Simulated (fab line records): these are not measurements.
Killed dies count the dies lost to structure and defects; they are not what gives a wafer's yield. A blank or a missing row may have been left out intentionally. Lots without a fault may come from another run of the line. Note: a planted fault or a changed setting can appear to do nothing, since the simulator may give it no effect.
fab line records -- flow rit_cmos
record: lots: 5, wafers: 15, last_day: 6
route steps=202 shown CONTACT@179 M1@184
lots that met no fault: taken from a fault-free run of the same line
start_h: the number of hours between the record's first day and the start of the first shown wafer of the lot -- wait_h: hours elapsed since this lot's preceding step -- " as in the row above -- L1.1+2: a row that stands for several wafers -- - value missing, or start not given -- * or withheld: withheld -- < > ~ a bound
route shown NAME@n: NAME is a module with steps in the file, n the number in the route of the first one -- usual: mean/standard deviation taken from wafers without a fault -- same: alike in all rows -- chamber/n: place in a boat -- sites: each site's reading -- _std_site: the values' standard deviation -- _edge_site: outer sites' mean less inner sites' -- radius_mm: for every site, how far away it sits from the centre of the wafer -- mask NAME#n: copy n -- behind: the tool/chamber that last shaped the wafer -- hold: why the lot went on hold/how many hours it stayed there/how the hold came to an end -- device: the transistor (n, p or np) that didn't switch -- end of line: the tests these same wafers got at the end of their route -- a step given without rows: its recipe and nothing more -- killed: dies that structure and defects cost at the first sort, which is not the same as the wafer's yield -- map: shows each die of a wafer: x if killed, . if not, _ if none is there
set.NAME: the setting the step ran with; set.NAME@STEP: the setting that earlier step ran with -- model.NAME: the simulator's own value behind a step, which no gauge read
certain route steps with their lots: each step a table, each wafer a row
services: when a tool's chamber went out of use (start_h, in hours from the record's first day, below 0 if earlier), for how many hours, and the reason
== steps ==
step: RIT_CONTACT_ETCH_11
recipe: target_depth_a: 4800, over_etch_frac: 0.1858, stop_on: TiSi2, chemistry: CHF3/CF4/Ar, target: SiO2, CHF3_flow_sccm: 50, cf4_flow_sccm: 10, Ar_flow_sccm: 100, O2_flow_sccm: 5, pressure_mtorr: 100, rf_w: 200, time_s: 320
usual: CHF3_flow_sccm: 50.00/0.15, O2_flow_sccm: 5.001/0.014, drypump_motor_current_A: 5.8/0.32, oes_product_au: 0.993/0.018, throttle_valve_pct: 8.90/0.15
lot.wafer,tool,chamber,start_h,wait_h,CHF3_flow_sccm,O2_flow_sccm,drypump_motor_current_A,oes_product_au,rf_hours_counter_h,throttle_valve_pct
L075.1,rie_diel-03,0,61.61,0.1,50.00,5.026,5.5,1.009,51,8.96
L075.4,rie_diel-03,1,61.61,0.1,49.87,5.027,5.9,0.981,110,9.02
L075.5,rie_diel-03,1,61.61,0.1,50.01,5.008,5.9,0.978,-,9.03
L082.1,rie_diel-04,3,99.01,0.1,49.80,4.989,6.0,1.013,95,8.89
L082.5,rie_diel-04,2,99.01,0.1,50.01,4.985,6.3,0.977,-,8.91
L082.6,rie_diel-04,3,99.01,0.1,49.82,4.961,6.0,1.020,-,8.88
L084.1,rie_diel-02,3,107.75,0.1,49.89,4.980,5.6,0.988,41,8.64
L084.4,rie_diel-02,1,107.75,0.1,49.87,5.001,5.9,1.017,2,8.96
L084.6,rie_diel-02,2,107.75,0.1,49.99,4.988,5.7,0.975,-,9.19
L086.3,rie_diel-04,3,117.37,0.1,50.06,5.012,6.0,1.012,96,8.88
L086.4,rie_diel-04,1,117.37,0.1,50.14,5.016,5.6,1.005,1,8.90
L086.5,rie_diel-04,2,117.37,0.1,49.97,5.002,6.2,0.976,-,8.92
L089.3,rie_diel-02,3,131.25,0.1,50.09,4.998,5.7,0.987,41,8.65
L089.5,rie_diel-02,0,131.25,0.1,49.85,4.992,5.7,0.984,-,8.89
L089.6,rie_diel-02,3,131.25,0.1,50.11,5.010,5.7,0.993,-,8.64
step: RIT_CONTACT_STRIP_12
recipe: chemistry: O2, time_s: 180, resist: NOVOLAK, platen_temp_c: withheld, power_w: 500, pressure_mtorr: 4000, o2_flow_sccm: 4000
usual: drypump_motor_current_A: 5.6/0.34
lot.wafer,tool,chamber,start_h,wait_h,drypump_motor_current_A,rf_hours_counter_h
L075.1,plasma_asher-04,0,61.80,0.1,5.0,26
L075.4,plasma_asher-04,1,61.80,0.1,5.6,-
L075.5,plasma_asher-04,1,61.80,0.1,5.6,-
L082.1,plasma_asher-02,0,99.20,0.1,5.7,46
L082.5,plasma_asher-02,0,99.20,0.1,5.7,-
L082.6,plasma_asher-02,1,99.20,0.1,5.9,-
L084.1,plasma_asher-04,1,107.94,0.1,5.5,31
L084.4,plasma_asher-04,1,107.94,0.1,5.6,-
L084.6,plasma_asher-04,0,107.94,0.1,5.0,-
L086.3,plasma_asher-04,0,117.62,0.2,5.0,-
L086.4,plasma_asher-04,1,117.62,0.2,5.5,-
L086.5,plasma_asher-04,1,117.62,0.2,5.5,-
L089.3,plasma_asher-04,0,131.50,0.2,5.0,-
L089.5,plasma_asher-04,0,131.50,0.2,5.0,-
L089.6,plasma_asher-04,1,131.50,0.2,5.6,-
step: RIT_CONTACT_CD_MEAS_90
recipe: target_cd_nm: 1000
usual: cd_nm: 999.8/2.7
lot.wafer,tool,chamber,start_h,wait_h,cd_nm
L075.1,cd_sem-01,-,61.97,0.1,999.3
L075.4,cd_sem-01,-,61.97,0.1,999.9
L075.5,cd_sem-01,-,61.97,0.1,997.5
L082.1,cd_sem-02,-,99.38,0.1,1001.5
L082.5,cd_sem-02,-,99.38,0.1,1002.1
L082.6,cd_sem-02,-,99.38,0.1,1003.7
L084.1,cd_sem-01,-,108.11,0.1,1006.6
L084.4,cd_sem-01,-,108.11,0.1,1005.5
L084.6,cd_sem-01,-,108.11,0.1,1005.8
L086.3,cd_sem-02,-,117.78,0.1,998.1
L086.4,cd_sem-02,-,117.78,0.1,996.5
L086.5,cd_sem-02,-,117.78,0.1,998.2
L089.3,cd_sem-02,-,131.66,0.1,1000.7
L089.5,cd_sem-02,-,131.66,0.1,998.5
L089.6,cd_sem-02,-,131.66,0.1,999.4
step: RIT_CONTACT_CLEAN_13
recipe: chemistry: SC1, mix: 3:3:50, time_s: 600, temp_c: 75
lot.wafer,tool,chamber,start_h,wait_h
L075.1+4+5,wet_bench-03,2,62.09,0.1
L082.1+5+6,wet_bench-03,2,99.50,0.1
L084.1+4+6,wet_bench-01,1,108.23,0.1
L086.3+4+5,wet_bench-01,1,117.86,0.1
L089.3+5+6,wet_bench-01,0,131.74,0.1
step: RIT_CONTACT_CLEAN_14
recipe: chemistry: SC2, mix: 3:3:50, time_s: 600, temp_c: 75, dry: n2_spin
lot.wafer,tool,chamber,start_h,wait_h
L075.1+4+5,wet_bench-01,3,62.27,0.0
L082.1+5+6,wet_bench-01,0,99.67,0.0
L084.1+4+6,wet_bench-04,0,108.43,0.0
L086.3+4+5,wet_bench-04,2,118.05,0.0
L089.3+5+6,wet_bench-03,1,131.91,0.0
step: RIT_M1_SPUTTER_00
recipe: material: Al, target_thk_nm: 400, power_w: 2000, chamber_pressure_pa: 0.4, gas: Ar, time_s: 500, substrate_temp_c: 25
usual: chamber_pressure_pa: 0.3999/0.00075, throttle_valve_pct: 29.9/0.86
lot.wafer,tool,chamber,start_h,wait_h,chamber_pressure_pa,throttle_valve_pct
L075.1,pvd_sputter-02,-,62.48,0.0,0.3989,29.3
L075.4,pvd_sputter-02,-,62.48,0.0,0.3995,29.9
L075.5,pvd_sputter-02,-,62.48,0.0,0.3997,29.2
L082.1,pvd_sputter-04,-,99.85,0.0,0.3991,30.4
L082.5,pvd_sputter-04,-,99.85,0.0,0.4003,30.5
L082.6,pvd_sputter-04,-,99.85,0.0,0.3994,30.3
L084.1,pvd_sputter-04,-,108.60,0.0,0.3994,28.7
L084.4,pvd_sputter-04,-,108.60,0.0,0.4009,30.1
L084.6,pvd_sputter-04,-,108.60,0.0,0.4002,30.3
L086.3,pvd_sputter-02,-,118.26,0.0,0.3987,30.3
L086.4,pvd_sputter-02,-,118.26,0.0,0.4008,30.6
L086.5,pvd_sputter-02,-,118.26,0.0,0.3996,30.2
L089.3,pvd_sputter-04,-,132.09,0.0,0.4001,30.2
L089.5,pvd_sputter-04,-,132.09,0.0,0.3993,28.9
L089.6,pvd_sputter-04,-,132.09,0.0,0.4004,28.9
step: RIT_M1_RS_MEAS_01
recipe: thk_meas_gauge: four-point-probe, reads: Al_of_M1_SPUTTER_00
usual: M1_AL_RS: 0.0735/0.00095
lot.wafer,tool,chamber,start_h,wait_h,M1_AL_RS[ohm/sq]
L075.1,film_metro-03,-,62.77,0.1,0.0719
L075.4,film_metro-03,-,62.77,0.1,0.0713
L075.5,film_metro-03,-,62.77,0.1,0.0721
L082.1,film_metro-03,-,100.14,0.1,0.0723
L082.5,film_metro-03,-,100.14,0.1,0.0729
L082.6,film_metro-03,-,100.14,0.1,0.0723
L084.1,film_metro-02,-,108.89,0.1,0.0739
L084.4,film_metro-02,-,108.89,0.1,0.0725
L084.6,film_metro-02,-,108.89,0.1,0.0727
L086.3,film_metro-02,-,118.59,0.2,0.0722
L086.4,film_metro-02,-,118.59,0.2,0.0731
L086.5,film_metro-02,-,118.59,0.2,0.0724
L089.3,film_metro-04,-,132.42,0.2,0.0731
L089.5,film_metro-04,-,132.42,0.2,0.0738
L089.6,film_metro-04,-,132.42,0.2,0.0742
step: RIT_M1_THK_MEAS_02
recipe: thk_meas_gauge: xrf, reads: Al_of_M1_SPUTTER_00
usual: M1_AL_THK: 396/5.4
lot.wafer,tool,chamber,start_h,wait_h,M1_AL_THK[nm]
L075.1,film_metro-03,-,62.89,0.1,404
L075.4,film_metro-03,-,62.89,0.1,406
L075.5,film_metro-03,-,62.89,0.1,402
L082.1,film_metro-03,-,100.26,0.1,399
L082.5,film_metro-03,-,100.26,0.1,398
L082.6,film_metro-03,-,100.26,0.1,402
L084.1,film_metro-02,-,109.01,0.1,393
L084.4,film_metro-02,-,109.01,0.1,399
L084.6,film_metro-02,-,109.01,0.1,402
L086.3,film_metro-02,-,118.69,0.1,405
L086.4,film_metro-02,-,118.69,0.1,398
L086.5,film_metro-02,-,118.69,0.1,402
L089.3,film_metro-04,-,132.52,0.1,398
L089.5,film_metro-04,-,132.52,0.1,397
L089.6,film_metro-04,-,132.52,0.1,394
step: RIT_M1_HMDS_03
recipe: prime_time_s: 60, prime_temp_c: 140
usual: chill_plate_temp_C: 23.00/0.097
lot.wafer,tool,chamber,start_h,wait_h,chill_plate_temp_C
L075.1,litho_track-01,0,62.95,0.1,22.98
L075.4,litho_track-01,0,62.95,0.1,23.07
L075.5,litho_track-01,0,62.95,0.1,23.09
L082.1,litho_track-01,0,100.32,0.1,22.89
L082.5,litho_track-01,0,100.32,0.1,23.07
L082.6,litho_track-01,0,100.32,0.1,23.04
L084.1,litho_track-01,0,109.07,0.1,22.87
L084.4,litho_track-01,0,109.07,0.1,22.99
L084.6,litho_track-01,0,109.07,0.1,23.04
L086.3,litho_track-01,0,118.78,0.1,22.92
L086.4,litho_track-01,0,118.78,0.1,23.02
L086.5,litho_track-01,0,118.78,0.1,23.02
L089.3,litho_track-04,0,132.61,0.1,22.85
L089.5,litho_track-04,0,132.61,0.1,23.00
L089.6,litho_track-04,0,132.61,0.1,22.92
step: RIT_M1_COAT_04
recipe: resist: NOVOLAK, spin_rpm: 2000, resist_thk_nm: 1300
usual: chill_plate_temp_C: 23.01/0.1
lot.wafer,tool,chamber,start_h,wait_h,chill_plate_temp_C
L075.1,litho_track-01,0,63.10,0.1,22.83
L075.4,litho_track-01,0,63.10,0.1,22.79
L075.5,litho_track-01,0,63.10,0.1,22.84
L082.1,litho_track-01,0,100.47,0.1,22.90
L082.5,litho_track-01,0,100.47,0.1,22.81
L082.6,litho_track-01,0,100.47,0.1,23.06
L084.1,litho_track-01,0,109.22,0.1,23.12
L084.4,litho_track-01,0,109.22,0.1,22.98
L084.6,litho_track-01,0,109.22,0.1,23.03
L086.3,litho_track-01,0,118.93,0.1,22.91
L086.4,litho_track-01,0,118.93,0.1,22.96
L086.5,litho_track-01,0,118.93,0.1,22.93
L089.3,litho_track-04,0,132.76,0.1,23.11
L089.5,litho_track-04,0,132.76,0.1,23.10
L089.6,litho_track-04,0,132.76,0.1,23.04
step: RIT_M1_SOFTBAKE_05
recipe: resist: NOVOLAK, temp_c: 90, time_s: 60
usual: chill_plate_temp_C: 23.01/0.11, heater_power_total_W: 34.56/0.054
lot.wafer,tool,chamber,start_h,wait_h,chill_plate_temp_C,heater_power_total_W
L075.1,litho_track-01,0,63.25,0.1,22.95,34.58
L075.4,litho_track-01,0,63.25,0.1,23.02,34.61
L075.5,litho_track-01,0,63.25,0.1,23.03,34.64
L082.1,litho_track-01,0,100.62,0.1,22.86,34.59
L082.5,litho_track-01,0,100.62,0.1,22.88,34.51
L082.6,litho_track-01,0,100.62,0.1,22.80,34.44
L084.1,litho_track-01,0,109.37,0.1,22.97,34.60
L084.4,litho_track-01,0,109.37,0.1,22.95,34.46
L084.6,litho_track-01,0,109.37,0.1,22.99,34.61
L086.3,litho_track-01,0,119.08,0.1,23.11,34.60
L086.4,litho_track-01,0,119.08,0.1,23.04,34.50
L086.5,litho_track-01,0,119.08,0.1,23.07,34.52
L089.3,litho_track-04,0,132.91,0.1,23.07,34.60
L089.5,litho_track-04,0,132.91,0.1,22.92,34.63
L089.6,litho_track-04,0,132.91,0.1,22.95,34.69
step: RIT_M1_EXPOSE_06
recipe: mask_id: M12, na: 0.6, source_shape: conventional, sigma_outer: 0.5, target_cd_nm: 2600, dose_mj: 250
lot.wafer,tool,chamber,start_h,wait_h,mask
L075.1+4+5,iline_stepper-02,0,63.40,0.1,M12#0
L082.1+5+6,iline_stepper-02,0,100.77,0.1,M12#0
L084.1+4+6,iline_stepper-01,0,109.65,0.2,M12#0
L086.3+4+5,iline_stepper-02,0,119.34,0.2,M12#0
L089.3+5+6,iline_stepper-01,0,133.18,0.2,M12#0
step: RIT_M1_PEB_07
recipe: resist: NOVOLAK, temp_c: withheld, time_s: withheld
usual: chill_plate_temp_C: *
lot.wafer,tool,chamber,start_h,wait_h,chill_plate_temp_C
L075.1,litho_track-01,0,63.52,0.1,*
L075.4,litho_track-01,0,63.52,0.1,*
L075.5,litho_track-01,0,63.52,0.1,*
L082.1,litho_track-02,0,100.89,0.1,*
L082.5,litho_track-02,0,100.89,0.1,*
L082.6,litho_track-02,0,100.89,0.1,*
L084.1,litho_track-01,0,109.77,0.1,*
L084.4,litho_track-01,0,109.77,0.1,*
L084.6,litho_track-01,0,109.77,0.1,*
L086.3,litho_track-02,0,119.47,0.1,*
L086.4,litho_track-02,0,119.47,0.1,*
L086.5,litho_track-02,0,119.47,0.1,*
L089.3,litho_track-02,0,133.30,0.1,*
L089.5,litho_track-02,0,133.30,0.1,*
L089.6,litho_track-02,0,133.30,0.1,*
step: RIT_M1_DEVELOP_08
recipe: resist: NOVOLAK, develop_time_s: 68, dev_temp_c: 23.77
usual: chill_plate_temp_C: 23.00/0.1
lot.wafer,tool,chamber,start_h,wait_h,chill_plate_temp_C
L075.1,litho_track-01,0,-,-,23.08
L075.4,litho_track-01,0,-,-,22.98
L075.5,litho_track-01,0,-,-,23.01
L082.1,litho_track-02,0,-,-,23.12
L082.5,litho_track-02,0,-,-,23.09
L082.6,litho_track-02,0,-,-,23.09
L084.1,litho_track-01,0,-,-,23.01
L084.4,litho_track-01,0,-,-,22.97
L084.6,litho_track-01,0,-,-,22.95
L086.3,litho_track-02,0,-,-,22.98
L086.4,litho_track-02,0,-,-,23.02
L086.5,litho_track-02,0,-,-,22.93
L089.3,litho_track-02,0,-,-,22.97
L089.5,litho_track-02,0,-,-,22.85
L089.6,litho_track-02,0,-,-,23.00
step: RIT_M1_CD_MEAS_09
recipe: target_cd_nm: 2600
usual: cd_nm: 2600.0/2.3
lot.wafer,tool,chamber,start_h,wait_h,cd_nm
L075.1,cd_sem-02,-,63.83,-,2601.5
L075.4,cd_sem-02,-,63.83,-,2600.8
L075.5,cd_sem-02,-,63.83,-,2600.3
L082.1,cd_sem-01,-,101.20,-,2602.3
L082.5,cd_sem-01,-,101.20,-,2599.9
L082.6,cd_sem-01,-,101.20,-,2599.2
L084.1,cd_sem-02,-,110.08,-,2596.6
L084.4,cd_sem-02,-,110.08,-,2597.5
L084.6,cd_sem-02,-,110.08,-,2598.2
L086.3,cd_sem-02,-,119.78,-,2604.8
L086.4,cd_sem-02,-,119.78,-,2603.8
L086.5,cd_sem-02,-,119.78,-,2603.4
L089.3,cd_sem-02,-,133.61,-,2595.9
L089.5,cd_sem-02,-,133.61,-,2597.8
L089.6,cd_sem-02,-,133.61,-,2593.8
step: RIT_M1_OVL_MEAS_10
usual: M1_OVL: -0.4/1.5
lot.wafer,tool,chamber,start_h,wait_h,M1_OVL[nm]
L075.1,overlay-02,-,63.95,0.1,0.0
L075.4,overlay-02,-,63.95,0.1,1.1
L075.5,overlay-02,-,63.95,0.1,-1.2
L082.1,overlay-01,-,101.32,0.1,-2.7
L082.5,overlay-01,-,101.32,0.1,-3.3
L082.6,overlay-01,-,101.32,0.1,-1.0
L084.1,overlay-01,-,110.20,0.1,-0.9
L084.4,overlay-01,-,110.20,0.1,-0.2
L084.6,overlay-01,-,110.20,0.1,-1.4
L086.3,overlay-02,-,119.87,0.1,-0.8
L086.4,overlay-02,-,119.87,0.1,-0.6
L086.5,overlay-02,-,119.87,0.1,0.8
L089.3,overlay-02,-,133.70,0.1,0.9
L089.5,overlay-02,-,133.70,0.1,-0.1
L089.6,overlay-02,-,133.70,0.1,0.5
step: RIT_M1_HARDBAKE_11
recipe: resist: NOVOLAK, temp_c: 140, time_s: 120
usual: chill_plate_temp_C: 22.99/0.11, heater_power_total_W: 52.03/0.06
lot.wafer,tool,chamber,start_h,wait_h,chill_plate_temp_C,heater_power_total_W
L075.1,litho_track-01,0,63.99,0.0,23.00,52.00
L075.4,litho_track-01,0,63.99,0.0,22.77,51.96
L075.5,litho_track-01,0,63.99,0.0,22.75,52.07
L082.1,litho_track-01,0,101.44,0.1,22.96,52.08
L082.5,litho_track-01,0,101.44,0.1,22.90,52.07
L082.6,litho_track-01,0,101.44,0.1,23.09,52.13
L084.1,litho_track-04,0,110.24,0.0,23.26,52.05
L084.4,litho_track-04,0,110.24,0.0,22.88,52.01
L084.6,litho_track-04,0,110.24,0.0,23.10,52.05
L086.3,litho_track-04,0,119.98,0.1,23.10,52.11
L086.4,litho_track-04,0,119.98,0.1,22.85,51.98
L086.5,litho_track-04,0,119.98,0.1,23.12,52.01
L089.3,litho_track-01,0,133.81,0.1,23.01,52.11
L089.5,litho_track-01,0,133.81,0.1,22.97,52.02
L089.6,litho_track-01,0,133.81,0.1,22.97,51.93
step: RIT_M1_METAL_ETCH_12
recipe: stop_on: SiO2, chemistry: Cl2/BCl3, target: Al, time_s: 165, over_etch_frac: 0.5, pressure_mtorr: 100, target_depth_a: 6000, rf_w: 250, Cl2_flow_sccm: 60, bcl3_flow_sccm: 50
usual: drypump_motor_current_A: 5.70/0.27, oes_product_au: 0.773/0.014, throttle_valve_pct: 8.36/0.1
lot.wafer,tool,chamber,start_h,wait_h,drypump_motor_current_A,oes_product_au,rf_hours_counter_h,throttle_valve_pct
L075.1,rie_metal-04,0,64.24,0.2,5.89,0.788,32,8.38
L075.4,rie_metal-04,1,64.24,0.2,5.60,0.801,-,8.49
L075.5,rie_metal-04,0,64.24,0.2,5.90,0.784,-,8.39
L082.1,rie_metal-02,0,101.69,0.2,6.12,0.756,3,8.31
L082.5,rie_metal-02,1,101.69,0.2,5.75,0.786,-,8.50
L082.6,rie_metal-02,0,101.69,0.2,6.11,0.753,-,8.32
L084.1,rie_metal-04,0,110.49,0.2,5.92,0.775,32,8.40
L084.4,rie_metal-04,1,110.49,0.2,5.58,0.802,-,8.50
L084.6,rie_metal-04,0,110.49,0.2,5.91,0.790,-,8.40
L086.3,rie_metal-03,1,120.20,0.2,5.30,0.778,-,8.21
L086.4,rie_metal-03,0,120.20,0.2,5.64,0.771,-,8.33
L086.5,rie_metal-03,0,120.20,0.2,5.61,0.779,-,8.33
L089.3,rie_metal-03,1,134.08,0.2,5.35,0.764,-,8.24
L089.5,rie_metal-03,1,134.08,0.2,5.34,0.767,-,8.23
L089.6,rie_metal-03,1,134.08,0.2,5.34,0.764,-,8.23
step: RIT_M1_STRIP_13
recipe: chemistry: nmp, resist: NOVOLAK, temp_c: 80, time_s: 600, dry: n2_spin
lot.wafer,tool,chamber,start_h,wait_h
L075.1+4+5,wet_bench-04,1,64.40,0.1
L082.1+5+6,wet_bench-01,0,101.85,0.1
L084.1+4+6,wet_bench-01,0,110.65,0.1
L086.3+4+5,wet_bench-01,2,120.30,0.1
L089.3+5+6,wet_bench-02,0,134.30,0.2
step: RIT_M1_STRIP_14
recipe: chemistry: O2, time_s: 180, platen_temp_c: withheld, power_w: 500, pressure_mtorr: 4000, o2_flow_sccm: 4000
usual: drypump_motor_current_A: 5.6/0.37
lot.wafer,tool,chamber,start_h,wait_h,drypump_motor_current_A,rf_hours_counter_h
L075.1,plasma_asher-04,0,64.58,0.0,5.0,26
L075.4,plasma_asher-04,0,64.58,0.0,5.0,-
L075.5,plasma_asher-04,1,64.58,0.0,5.5,-
L082.1,plasma_asher-04,1,102.03,0.0,5.5,30
L082.5,plasma_asher-04,1,102.03,0.0,5.5,-
L082.6,plasma_asher-04,0,102.03,0.0,5.0,-
L084.1,plasma_asher-03,0,110.84,0.0,5.7,47
L084.4,plasma_asher-03,1,110.84,0.0,6.1,-
L084.6,plasma_asher-03,1,110.84,0.0,6.0,-
L086.3,plasma_asher-03,1,120.55,0.1,6.1,-
L086.4,plasma_asher-03,0,120.55,0.1,5.7,-
L086.5,plasma_asher-03,0,120.55,0.1,5.7,-
L089.3,plasma_asher-03,0,134.53,0.1,5.7,-
L089.5,plasma_asher-03,0,134.53,0.1,5.7,-
L089.6,plasma_asher-03,1,134.53,0.1,6.0,-
step: RIT_M1_CD_MEAS_90
recipe: target_cd_nm: 2600
usual: cd_nm: 2600.3/2.9
lot.wafer,tool,chamber,start_h,wait_h,cd_nm
L075.1,cd_sem-01,-,64.75,0.1,2600.8
L075.4,cd_sem-01,-,64.75,0.1,2599.6
L075.5,cd_sem-01,-,64.75,0.1,2601.2
L082.1,cd_sem-01,-,102.20,0.1,2601.9
L082.5,cd_sem-01,-,102.20,0.1,2599.5
L082.6,cd_sem-01,-,102.20,0.1,2597.6
L084.1,cd_sem-02,-,111.01,0.1,2597.4
L084.4,cd_sem-02,-,111.01,0.1,2595.6
L084.6,cd_sem-02,-,111.01,0.1,2599.1
L086.3,cd_sem-02,-,120.71,0.1,2606.7
L086.4,cd_sem-02,-,120.71,0.1,2604.4
L086.5,cd_sem-02,-,120.71,0.1,2603.5
L089.3,cd_sem-02,-,134.69,0.1,2595.7
L089.5,cd_sem-02,-,134.69,0.1,2600.3
L089.6,cd_sem-02,-,134.69,0.1,2596.2
step: RIT_M1_ANNEAL_15
recipe: temp_c: 450, time_s: 1800, ambient: forming_gas_H2N2
lot.wafer,tool,chamber,start_h,wait_h
L075.1+4+5,furnace-02,0,64.87,0.1
L082.1+5+6,furnace-02,0,106.97,4.7
L084.1+4+6,furnace-02,0,111.13,0.1
L086.3+4+5,furnace-02,0,120.79,0.1
L089.3+5+6,furnace-02,0,134.77,0.1
step: RIT_M1_BOW_MEAS_16
recipe: mode: bow
usual: M1_BOW: 17/7.6
lot.wafer,tool,chamber,start_h,wait_h,M1_BOW[um]
L075.1,film_metro-04,-,66.37,0.0,17
L075.4,film_metro-04,-,66.37,0.0,7
L075.5,film_metro-04,-,66.37,0.0,28
L082.1,film_metro-04,-,108.47,0.0,14
L082.5,film_metro-04,-,108.47,0.0,25
L082.6,film_metro-04,-,108.47,0.0,22
L084.1,film_metro-02,-,112.63,0.0,10
L084.4,film_metro-02,-,112.63,0.0,10
L084.6,film_metro-02,-,112.63,0.0,28
L086.3,film_metro-04,-,122.33,0.0,24
L086.4,film_metro-04,-,122.33,0.0,7
L086.5,film_metro-04,-,122.33,0.0,13
L089.3,film_metro-02,-,136.31,0.0,8
L089.5,film_metro-02,-,136.31,0.0,8
L089.6,film_metro-02,-,136.31,0.0,5
step: RIT_M1_PROBE_99
usual: defect_limited_yield: 97.1/1.2, killed_at_M0_to_M3: 0.0/0.12, killed_at_contacts: 0.1/0.31, killed_at_front_end: 8/3.1, killed_dies: 8/3.2, killed_open: 3.9/2.2, killed_short: 3.8/2.1, sort_bin_3_pad_short: 0.1/0.23, sort_bin_5_function: 1.7/0.86, sort_bin_6_memory: 1.1/0.7, sort_n_pass: 256/3.2, sort_yield_pct: 97.1/1.2
same: gross_dies: 264, killed_at_M4_up: 0, killed_at_back_side: 0, killed_at_other: 0
lot.wafer,tool,chamber,start_h,wait_h,defect_limited_yield[%],killed_at_M0_to_M3,killed_at_contacts,killed_at_front_end,killed_dies,killed_open,killed_short,sort_bin_3_pad_short[%],sort_bin_5_function[%],sort_bin_6_memory[%],sort_n_pass,sort_yield_pct[%]
L075.1,prober-01,-,66.49,0.1,98.9,0,0,3,3,2,1,0,0.4,0.8,261,98.9
L075.4,prober-01,-,66.64,0.2,99.2,0,0,2,2,1,1,0,0.4,0.4,262,99.2
L075.5,prober-01,-,66.69,0.2,96.6,0,0,9,9,4,5,0,1.9,1.5,255,96.6
L082.1,prober-02,-,108.59,0.1,95.5,0,0,12,12,6,6,0,3.4,1.1,252,95.5
L082.5,prober-02,-,108.79,0.2,97.3,0,0,7,7,3,4,0.4,1.9,0.4,257,97.3
L082.6,prober-02,-,108.84,0.2,97.0,0,0,8,8,4,4,0.4,0.8,1.9,256,97.0
L084.1,prober-02,-,112.75,0.1,100.0,0,0,0,0,0,0,0,0,0,264,100.0
L084.4,prober-02,-,112.90,0.2,97.3,0,0,7,7,4,3,0,1.5,1.1,257,97.3
L084.6,prober-02,-,113.00,0.2,97.0,0,0,8,8,4,4,0.4,1.9,0.8,256,97.0
L086.3,prober-02,-,122.51,0.2,96.6,0,0,9,9,4,5,0,2.3,1.1,255,96.6
L086.4,prober-02,-,122.56,0.2,97.7,0,0,6,6,4,2,0,1.1,1.1,258,97.7
L086.5,prober-02,-,122.61,0.2,94.7,0,1,13,14,6,8,0.4,2.7,2.3,250,94.7
L089.3,prober-01,-,136.49,0.2,96.6,0,0,9,9,3,6,0,1.1,2.3,255,96.6
L089.5,prober-01,-,136.59,0.2,97.7,1,0,5,6,3,3,0.8,0.8,0.8,258,97.7
L089.6,prober-01,-,136.64,0.2,98.5,0,0,4,4,3,1,0,1.1,0.4,260,98.5
killed by level:class
L075.1 FOX1:geometric_particle:short=1 REOX:geometric_particle:open=1 SILICIDE:geometric_particle:open=1
L075.4 GATE:geometric_particle:open=1 GATE:geometric_particle:short=1
L075.5 GATE:geometric_particle:open=3 SILICIDE:geometric_particle:short=3 FOX1:geometric_particle:short=1 GATE:geometric_particle:short=1 SILICIDE:geometric_particle:open=1
L082.1 GATE:geometric_particle:open=4 GATE:geometric_particle:short=2 SPACER:geometric_particle:short=2 FOX1:geometric_particle:short=1 REOX:geometric_particle:open=1 REOX:geometric_particle:short=1 SILICIDE:geometric_particle:open=1
L082.5 SILICIDE:geometric_particle:open=2 SILICIDE:geometric_particle:short=2 FOX2:geometric_particle:open=1 GATE:geometric_particle:short=1 SPACER:geometric_particle:short=1
L082.6 FOX1:geometric_particle:short=2 FOX2:geometric_particle:open=2 FOX2:geometric_particle:short=1 REOX:geometric_particle:open=1 SILICIDE:geometric_particle:open=1 SILICIDE:geometric_particle:short=1
L084.4 SPACER:geometric_particle:open=2 FOX1:geometric_particle:short=1 FOX1:geometric_particle:open=1 GATE:geometric_particle:short=1 SPACER:geometric_particle:short=1 SILICIDE:geometric_particle:open=1
L084.6 FOX1:geometric_particle:short=2 SPACER:geometric_particle:open=2 FOX1:geometric_particle:open=1 GATE:geometric_particle:short=1 GATE:geometric_particle:open=1 SPACER:geometric_particle:short=1
L086.3 SPACER:geometric_particle:short=4 GATE:geometric_particle:open=2 SILICIDE:geometric_particle:open=2 GATE:geometric_particle:short=1
L086.4 GATE:geometric_particle:open=2 REOX:geometric_particle:open=1 REOX:geometric_particle:short=1 SPACER:geometric_particle:short=1 SILICIDE:geometric_particle:open=1
L086.5 FOX2:geometric_particle:short=3 FOX2:geometric_particle:open=2 GATE:geometric_particle:short=2 GATE:geometric_particle:open=2 SILICIDE:geometric_particle:open=2 FOX1:geometric_particle:short=1 SPACER:geometric_particle:short=1 CONTACT:geometric_particle:short=1
L089.3 GATE:geometric_particle:short=4 FOX1:geometric_particle:short=1 GATE:geometric_particle:open=1 SPACER:geometric_particle:short=1 SPACER:geometric_particle:open=1 SILICIDE:geometric_particle:open=1
L089.5 FOX1:geometric_particle:open=1 GATE:geometric_particle:open=1 SPACER:geometric_particle:short=1 SPACER:geometric_particle:open=1 SILICIDE:geometric_particle:short=1 M1:geometric_particle:short=1
L089.6 FOX1:geometric_particle:open=1 FOX1:geometric_particle:short=1 GATE:geometric_particle:open=1 SILICIDE:geometric_particle:open=1
== services ==
tool,chamber,start_h,hours,kind
rie_diel-04,2,39.09,4.6,repair
pvd_sputter-02,-,39.71,1.7,repair
iline_stepper-01,-,40.79,1.7,pm
rie_diel-04,1,43.79,6.4,repair
rie_diel-03,0,48.54,3.1,repair
rie_diel-04,1,54.57,-,clean
rie_diel-04,1,54.57,21.7,scheduled_down
rie_diel-04,1,54.57,21.7,vent_cycle
wet_bench-01,-,63.10,2.8,repair
iline_stepper-02,-,69.05,0.9,repair
plasma_asher-02,-,72.75,2.8,pm
rie_diel-03,0,83.63,2.8,repair
rie_diel-04,1,89.53,1.7,repair
rie_diel-04,-,91.82,2.8,pm
rie_diel-04,0,99.78,12.5,repair
wet_bench-03,-,118.87,1.9,pm
rie_metal-02,-,119.93,2.8,pm
rie_metal-03,0,129.02,22.0,repair
rie_metal-03,-,131.20,0.5,repair
plasma_asher-04,-,132.08,5.2,repair
== key ==
fault none
